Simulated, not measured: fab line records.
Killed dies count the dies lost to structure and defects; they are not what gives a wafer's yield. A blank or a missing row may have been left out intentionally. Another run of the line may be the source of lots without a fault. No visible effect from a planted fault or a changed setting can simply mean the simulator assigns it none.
A single fault, viewed from 2 desks :: flow berkeleyCmos170 :: what lay behind the numbers comes last; until then each desk has only its own

AT THE METROLOGY DESK
Lot by lot, what the gauges showed, no matter which tool ran the lot: averages of those sampled wafers that carry a number. Any lot whose mean is over 4 standard deviations away from the usual mean is out of limits and marked OUT; that distance is given in the brackets.
Columns: A = V1_BOW at UCB170_V1_BOW_MEAS_03, usual 19 um; B = V2_OVL at UCB170_V2_OVL_MEAS_13, usual -2 nm; C = M3_OVL at UCB170_M3_OVL_MEAS_16, usual 6 nm
lot: L882
first seen here: day 7 13:25
A: 14
B: 3
C: 6

lot: L883
first seen here: day 8 09:40
A: 24
B: -3
C: 9

lot: L884
first seen here: day 8 11:03
A: 17
B: -6
C: 7

lot: L885
first seen here: day 8 17:49
A: 15
B: -10
C: 9

lot: L891
first seen here: day 9 16:15
A: 17
B: 1
C: 10

lot: L892
first seen here: day 10 00:15
A: 14
B: -3
C: 16

lot: L894
first seen here: day 10 20:03
A: 17
B: -9
C: 11

lot: L895
first seen here: day 10 21:22
A: 13
B: -0
C: 8

lot: L896
first seen here: day 11 13:10
A: 23
B: -6
C: 2

lot: L898
first seen here: day 11 14:29
A: 12
B: -5
C: 9

lot: L900
first seen here: day 12 01:07
A: 20
B: 1
C: 6

lot: L901
first seen here: day 12 02:28
A: 21
B: 9
C: 4

lot: L902
first seen here: day 12 02:31
A: 16
B: 2
C: 9

lot: L904
first seen here: day 12 18:08
A: 22
B: -6
C: 3
This desk's verdict: no lot among the 14 shows anything out of limits.

AT THE TOOL OWNER'S DESK: rieDiel-01
The tool's own readings at UCB170_V2_ETCH_14 (etches SiO2 in CHF3/CF4/Ar, stops on Al, target depth 1250 nm, time 291 s): means of the sampled wafers that have a number, for each lot that ran on this tool. Any lot whose mean is over 4 standard deviations away from the usual mean is out of limits and marked OUT; that distance is given in the brackets.
Columns: A = CHF3_flow_sccm at UCB170_V2_ETCH_14, usual 45.00 sccm; B = cf4FlowSccm at UCB170_V2_ETCH_14, usual 15.00 sccm; C = chamberPressureMTorr at UCB170_V2_ETCH_14, usual 199.99 mTorr; D = drypumpMotorCurrentA at UCB170_V2_ETCH_14, usual 5.6 A; E = oesProductAu at UCB170_V2_ETCH_14, usual 0.879 a.u.; F = runLengthS at UCB170_V2_ETCH_14, usual 319.3 s; G = throttleValvePct at UCB170_V2_ETCH_14, usual 7.00 %
lot: L884
first seen here: day 8 19:04
A: 45.02
B: 14.99
C: 199.98
D: 5.4
E: 0.886
F: 319.5
G: 6.89

lot: L885
first seen here: day 9 01:10
A: 44.89
B: 14.99
C: 199.99
D: 5.6
E: 0.884
F: 319.7
G: 6.98

lot: L892
first seen here: day 10 07:15
A: 44.88
B: 14.98
C: 200.07
D: 5.7
E: 0.931 (+4.7) OUT
F: 304.8 (-34) OUT
G: 6.86

lot: L894
first seen here: day 11 06:03
A: 45.09
B: 15.02
C: 200.13
D: 5.6
E: 0.920
F: 305.6 (-32) OUT
G: 6.97
This desk finds L892, L894 out of limits, L892 being first, at day 10 07:15 (oesProductAu at UCB170_V2_ETCH_14). L884, L885: within limits.

BROUGHT TOGETHER
The tool owner's desk had the chance to raise an alarm at day 10 07:15 on L892, L894.
The metrology desk saw nothing out of limits.
The metrology desk holds a record of L892, L894, inside its limits.
On rieDiel-01, each named lot ran UCB170_V2_ETCH_14.

WHAT THE SIMULATOR PUT IN
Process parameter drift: rieDiel-01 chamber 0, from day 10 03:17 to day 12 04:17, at UCB170_V2_ETCH_14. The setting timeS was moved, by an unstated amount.
Lots struck among those shown: L892, L894.
Delay in hours, fault start to first out-of-limits reading, by desk: the tool owner's desk at 4.
